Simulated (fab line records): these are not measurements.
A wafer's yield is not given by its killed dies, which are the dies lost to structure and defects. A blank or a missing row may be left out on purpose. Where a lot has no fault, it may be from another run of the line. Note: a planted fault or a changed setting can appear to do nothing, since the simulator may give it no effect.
Which of the tools did it? / flow berkeley_cmos170 / Sampling: 14 lots, 42 wafers, 5 of 331 route steps

## WHAT EACH GAUGE READ, for each wafer
UCB170_NWELL_OVL_MEAS_12.
lot=L975; measured=day 2 15:59; on=overlay-02; NWELL_OVL (nm)=0 -6 -7
lot=L973; measured=day 2 16:40; on=overlay-02; NWELL_OVL (nm)=-4 -6 -7
lot=L976; measured=day 3 02:29; on=overlay-02; NWELL_OVL (nm)=-1 -2 0
lot=L977; measured=day 3 10:58; on=overlay-02; NWELL_OVL (nm)=-5 -4 -6
lot=L978; measured=day 3 14:35; on=overlay-02; NWELL_OVL (nm)=0 -2 3
lot=L979; measured=day 3 20:47; on=overlay-01; NWELL_OVL (nm)=0 -2 0
lot=L980; measured=day 3 21:23; on=overlay-02; NWELL_OVL (nm)=-1 -1 -5
lot=L984; measured=day 4 15:11; on=overlay-02; NWELL_OVL (nm)=10 7 6
lot=L985; measured=day 5 03:01; on=overlay-01; NWELL_OVL (nm)=5 0 -1
lot=L991; measured=day 6 14:01; on=overlay-01; NWELL_OVL (nm)=8 -7 11
lot=L993; measured=day 6 20:52; on=overlay-02; NWELL_OVL (nm)=-1 -3 -10
lot=L994; measured=day 6 21:33; on=overlay-02; NWELL_OVL (nm)=1 7 6
lot=L996; measured=day 7 02:21; on=overlay-02; NWELL_OVL (nm)=-3 -1 4
lot=L995; measured=day 7 02:28; on=overlay-01; NWELL_OVL (nm)=-4 -6 -10

UCB170_NWELL_TW_MEAS_16.
lot=L975; measured=day 2 16:22; on=film_metro-03; NWELL_TW=1241 1229 1230
lot=L973; measured=day 2 17:04; on=film_metro-03; NWELL_TW=1225 1230 1231
lot=L976; measured=day 3 02:52; on=film_metro-04; NWELL_TW=1241 1240 1243
lot=L977; measured=day 3 11:21; on=film_metro-03; NWELL_TW=1236 1228 1230
lot=L978; measured=day 3 14:58; on=film_metro-03; NWELL_TW=1223 1235 1230
lot=L979; measured=day 3 21:11; on=film_metro-03; NWELL_TW=1225 1228 1228
lot=L980; measured=day 3 21:47; on=film_metro-03; NWELL_TW=1239 1228 1234
lot=L984; measured=day 4 15:35; on=film_metro-03; NWELL_TW=1238 1235 1238
lot=L985; measured=day 5 03:24; on=film_metro-01; NWELL_TW=1242 1241 1239
lot=L991; measured=day 6 14:25; on=film_metro-01; NWELL_TW=1252 1247 1255
lot=L993; measured=day 6 21:16; on=film_metro-01; NWELL_TW=1248 1251 1248
lot=L994; measured=day 6 21:56; on=film_metro-01; NWELL_TW=1245 1245 1251
lot=L996; measured=day 7 02:44; on=film_metro-04; NWELL_TW=1234 1235 1239
lot=L995; measured=day 7 02:52; on=film_metro-01; NWELL_TW=1238 1245 1242

UCB170_GATE_CD_MEAS_90: the cd target is 350 nm.
lot=L975; measured=day 7 11:22; on=cd_sem-02; cd_nm (nm)=351.5 350.3 350.5
lot=L973; measured=day 7 11:19; on=cd_sem-01; cd_nm (nm)=347.9 348.7 350.0
lot=L976; measured=day 8 00:16; on=cd_sem-02; cd_nm (nm)=350.9 352.1 351.1
lot=L977; measured=day 8 00:26; on=cd_sem-02; cd_nm (nm)=351.2 352.0 350.7
lot=L978; measured=day 8 11:47; on=cd_sem-02; cd_nm (nm)=351.6 352.0 351.2
lot=L979; measured=day 8 11:34; on=cd_sem-02; cd_nm (nm)=352.0 352.7 352.3
lot=L980; measured=day 8 10:55; on=cd_sem-02; cd_nm (nm)=349.8 349.5 350.0
lot=L984; measured=day 9 11:20; on=cd_sem-02; cd_nm (nm)=- - -
lot=L985; measured=day 9 11:12; on=cd_sem-01; cd_nm (nm)=- - -
lot=L991; measured=day 10 20:15; on=cd_sem-01; cd_nm (nm)=350.6 351.1 350.3
lot=L993; measured=day 11 13:13; on=cd_sem-02; cd_nm (nm)=351.6 350.9 350.7
lot=L994; measured=day 11 12:56; on=cd_sem-02; cd_nm (nm)=351.9 351.3 350.6
lot=L996; measured=day 11 13:39; on=cd_sem-02; cd_nm (nm)=351.7 352.0 351.6
lot=L995; measured=day 11 13:46; on=cd_sem-02; cd_nm (nm)=351.9 351.2 351.6

## WHICH TOOL RAN EACH LOT (tool, then ch and the chambers of the sampled wafers, then the start)
lot=L975; UCB170_GATE_ETCH_14=rie_diel-02 ch 2,3, day 7 11:08; UCB170_GATE_ETCH_15=rie_si-01 ch 1,2, day 7 11:11
lot=L973; UCB170_GATE_ETCH_14=rie_diel-03 ch 0,1,2, day 7 11:05; UCB170_GATE_ETCH_15=rie_si-02 ch 0,1, day 7 11:08
lot=L976; UCB170_GATE_ETCH_14=rie_diel-04 ch 0,2,3, day 8 00:05; UCB170_GATE_ETCH_15=rie_si-02 ch 1,2,3, day 8 00:08
lot=L977; UCB170_GATE_ETCH_14=rie_diel-03 ch 0,1,3, day 8 00:12; UCB170_GATE_ETCH_15=rie_si-01 ch 0,2, day 8 00:15
lot=L978; UCB170_GATE_ETCH_14=rie_diel-02 ch 0,2,3, day 8 11:19; UCB170_GATE_ETCH_15=rie_si-02 ch 0,2,3, day 8 11:22
lot=L979; UCB170_GATE_ETCH_14=rie_diel-03 ch 0,1,3, day 8 11:10; UCB170_GATE_ETCH_15=rie_si-01 ch 0,1, day 8 11:13
lot=L980; UCB170_GATE_ETCH_14=rie_diel-04 ch 0,2,3, day 8 10:41; UCB170_GATE_ETCH_15=rie_si-02 ch 0,1,3, day 8 10:44
lot=L984; UCB170_GATE_ETCH_14=rie_diel-04 ch 0,3, day 9 11:06; UCB170_GATE_ETCH_15=rie_si-01 ch 0,1,3, day 9 11:08
lot=L985; UCB170_GATE_ETCH_14=rie_diel-02 ch 0,1, day 9 10:59; UCB170_GATE_ETCH_15=rie_si-02 ch 0,1,2, day 9 11:03
lot=L991; UCB170_GATE_ETCH_14=rie_diel-04 ch 1,2,3, day 10 20:01; UCB170_GATE_ETCH_15=rie_si-01 ch 1,2, day 10 20:04
lot=L993; UCB170_GATE_ETCH_14=rie_diel-02 ch 0,1,2, day 11 12:50; UCB170_GATE_ETCH_15=rie_si-02 ch 0,2, day 11 12:53
lot=L994; UCB170_GATE_ETCH_14=rie_diel-04 ch 0,1,3, day 11 12:36; UCB170_GATE_ETCH_15=rie_si-02 ch 0,1, day 11 12:39
lot=L996; UCB170_GATE_ETCH_14=rie_diel-04 ch 0,1, day 11 13:26; UCB170_GATE_ETCH_15=rie_si-01 ch 0,3, day 11 13:29
lot=L995; UCB170_GATE_ETCH_14=rie_diel-03 ch 0,1, day 11 13:34; UCB170_GATE_ETCH_15=rie_si-02 ch 1,3, day 11 13:37
- UCB170_GATE_ETCH_14: etches BARC in N2/H2.
- UCB170_GATE_ETCH_15: etches poly-Si in HBr/Cl2, stops on SiO2, time 56.3 s, target depth 278.2 nm.

## WHAT THE TOOLS THEMSELVES READ (means of the sampled wafers that have a number; where no wafer has one, the mark that the record gives instead)
UCB170_GATE_ETCH_14.
lot=L975; tool=rie_diel-02; bias_w (W)=100.2; chamber_pressure_mTorr (mTorr)=29.981; drypump_motor_current_A (A)=5.4; h2_flow_sccm (sccm)=200.1; oes_product_au (a.u.)=1.006; throttle_valve_pct (%)=13.31
lot=L973; tool=rie_diel-03; bias_w (W)=100.3; chamber_pressure_mTorr (mTorr)=29.999; drypump_motor_current_A (A)=5.9; h2_flow_sccm (sccm)=200.4; oes_product_au (a.u.)=1.001; throttle_valve_pct (%)=13.07
lot=L976; tool=rie_diel-04; bias_w (W)=100.1; chamber_pressure_mTorr (mTorr)=30.009; drypump_motor_current_A (A)=6.0; h2_flow_sccm (sccm)=199.9; oes_product_au (a.u.)=1.000; throttle_valve_pct (%)=13.34
lot=L977; tool=rie_diel-03; bias_w (W)=100.0; chamber_pressure_mTorr (mTorr)=29.989; drypump_motor_current_A (A)=5.8; h2_flow_sccm (sccm)=199.7; oes_product_au (a.u.)=1.004; throttle_valve_pct (%)=13.19
lot=L978; tool=rie_diel-02; bias_w (W)=100.1; chamber_pressure_mTorr (mTorr)=30.003; drypump_motor_current_A (A)=5.7; h2_flow_sccm (sccm)=199.9; oes_product_au (a.u.)=0.994; throttle_valve_pct (%)=13.26
lot=L979; tool=rie_diel-03; bias_w (W)=100.2; chamber_pressure_mTorr (mTorr)=30.019; drypump_motor_current_A (A)=5.8; h2_flow_sccm (sccm)=199.4; oes_product_au (a.u.)=1.010; throttle_valve_pct (%)=13.19
lot=L980; tool=rie_diel-04; bias_w (W)=100.0; chamber_pressure_mTorr (mTorr)=30.000; drypump_motor_current_A (A)=6.0; h2_flow_sccm (sccm)=199.9; oes_product_au (a.u.)=0.992; throttle_valve_pct (%)=13.34
lot=L984; tool=rie_diel-04; bias_w (W)=100.1; chamber_pressure_mTorr (mTorr)=29.994; drypump_motor_current_A (A)=5.9; h2_flow_sccm (sccm)=199.7; oes_product_au (a.u.)=0.981; throttle_valve_pct (%)=13.45
lot=L985; tool=rie_diel-02; bias_w (W)=99.9; chamber_pressure_mTorr (mTorr)=30.003; drypump_motor_current_A (A)=6.6; h2_flow_sccm (sccm)=200.1; oes_product_au (a.u.)=1.008; throttle_valve_pct (%)=13.14
lot=L991; tool=rie_diel-04; bias_w (W)=99.8; chamber_pressure_mTorr (mTorr)=30.012; drypump_motor_current_A (A)=5.8; h2_flow_sccm (sccm)=200.3; oes_product_au (a.u.)=1.014; throttle_valve_pct (%)=13.43
lot=L993; tool=rie_diel-02; bias_w (W)=99.6; chamber_pressure_mTorr (mTorr)=29.998; drypump_motor_current_A (A)=6.1; h2_flow_sccm (sccm)=200.0; oes_product_au (a.u.)=0.997; throttle_valve_pct (%)=13.23
lot=L994; tool=rie_diel-04; bias_w (W)=100.1; chamber_pressure_mTorr (mTorr)=29.987; drypump_motor_current_A (A)=5.7; h2_flow_sccm (sccm)=200.8; oes_product_au (a.u.)=0.996; throttle_valve_pct (%)=13.53
lot=L996; tool=rie_diel-04; bias_w (W)=100.1; chamber_pressure_mTorr (mTorr)=29.979; drypump_motor_current_A (A)=5.9; h2_flow_sccm (sccm)=200.1; oes_product_au (a.u.)=0.986; throttle_valve_pct (%)=13.53
lot=L995; tool=rie_diel-03; bias_w (W)=100.2; chamber_pressure_mTorr (mTorr)=29.985; drypump_motor_current_A (A)=5.9; h2_flow_sccm (sccm)=200.2; oes_product_au (a.u.)=0.982; throttle_valve_pct (%)=13.07

UCB170_GATE_ETCH_15.
lot=L975; tool=rie_si-01; HBr_flow_sccm (sccm)=150.7; bias_w (W)=150.2; drypump_motor_current_A (A)=6.7; oes_product_au (a.u.)=0.836; throttle_valve_pct (%)=26.44
lot=L973; tool=rie_si-02; HBr_flow_sccm (sccm)=150.0; bias_w (W)=150.6; drypump_motor_current_A (A)=5.5; oes_product_au (a.u.)=0.833; throttle_valve_pct (%)=26.28
lot=L976; tool=rie_si-02; HBr_flow_sccm (sccm)=150.1; bias_w (W)=149.7; drypump_motor_current_A (A)=5.5; oes_product_au (a.u.)=0.829; throttle_valve_pct (%)=26.30
lot=L977; tool=rie_si-01; HBr_flow_sccm (sccm)=150.4; bias_w (W)=149.9; drypump_motor_current_A (A)=6.5; oes_product_au (a.u.)=0.843; throttle_valve_pct (%)=26.41
lot=L978; tool=rie_si-02; HBr_flow_sccm (sccm)=149.7; bias_w (W)=149.8; drypump_motor_current_A (A)=5.2; oes_product_au (a.u.)=0.850; throttle_valve_pct (%)=26.44
lot=L979; tool=rie_si-01; HBr_flow_sccm (sccm)=150.6; bias_w (W)=149.1; drypump_motor_current_A (A)=6.0; oes_product_au (a.u.)=0.859; throttle_valve_pct (%)=26.46
lot=L980; tool=rie_si-02; HBr_flow_sccm (sccm)=150.0; bias_w (W)=150.0; drypump_motor_current_A (A)=5.4; oes_product_au (a.u.)=0.847; throttle_valve_pct (%)=26.21
lot=L984; tool=rie_si-01; HBr_flow_sccm (sccm)=-; bias_w (W)=-; drypump_motor_current_A (A)=-; oes_product_au (a.u.)=-; throttle_valve_pct (%)=-
lot=L985; tool=rie_si-02; HBr_flow_sccm (sccm)=-; bias_w (W)=-; drypump_motor_current_A (A)=-; oes_product_au (a.u.)=-; throttle_valve_pct (%)=-
lot=L991; tool=rie_si-01; HBr_flow_sccm (sccm)=150.2; bias_w (W)=149.6; drypump_motor_current_A (A)=6.5; oes_product_au (a.u.)=0.834; throttle_valve_pct (%)=26.47
lot=L993; tool=rie_si-02; HBr_flow_sccm (sccm)=150.1; bias_w (W)=149.6; drypump_motor_current_A (A)=5.1; oes_product_au (a.u.)=0.847; throttle_valve_pct (%)=26.64
lot=L994; tool=rie_si-02; HBr_flow_sccm (sccm)=150.0; bias_w (W)=149.7; drypump_motor_current_A (A)=5.3; oes_product_au (a.u.)=0.853; throttle_valve_pct (%)=26.42
lot=L996; tool=rie_si-01; HBr_flow_sccm (sccm)=150.2; bias_w (W)=149.9; drypump_motor_current_A (A)=5.8; oes_product_au (a.u.)=0.838; throttle_valve_pct (%)=26.50
lot=L995; tool=rie_si-02; HBr_flow_sccm (sccm)=149.8; bias_w (W)=150.1; drypump_motor_current_A (A)=5.7; oes_product_au (a.u.)=0.838; throttle_valve_pct (%)=26.07

## THE ANSWER, worked out from the rows above alone
Rule: the usual values come from the lots themselves. The widest of any qualifying gaps counts: lots, ordered by their means at a reading, are off when they make up no more than a third of the lots, leave a main group of 4 or more, and stand apart from it by 3 or more times the standard deviation of that group's means. The tables above print the reading to a certain number of digits; a main group whose means all agree to those digits is not used. A lot without any number at a reading at which 4 lots or more have one is off too. The other lots that the step has rows for count as sound. Order of review: gauges by route order, followed by the tools' own readings, for which a lot's mean as printed above is used. At the first step where some lot is off, the reading lying furthest off is the one used; lots without a number count as furthest.
Off, at UCB170_GATE_CD_MEAS_90 on cd_nm: L984, L985. Without a number there: L984, L985. The main group has a mean of 351.0 nm with a standard deviation of 0.89.
A tool fits if, at a process step before that reading, it ran every lot that is off, and no sound lot after the first of them. Not tried: the gauges at UCB170_GATE_CD_MEAS_90; whatever is off there is also off at UCB170_GATE_ETCH_15, on other tools, and gauge error can't account for it. Not one of the candidates tried fits.

## WHAT THE SIMULATOR HAD PUT IN
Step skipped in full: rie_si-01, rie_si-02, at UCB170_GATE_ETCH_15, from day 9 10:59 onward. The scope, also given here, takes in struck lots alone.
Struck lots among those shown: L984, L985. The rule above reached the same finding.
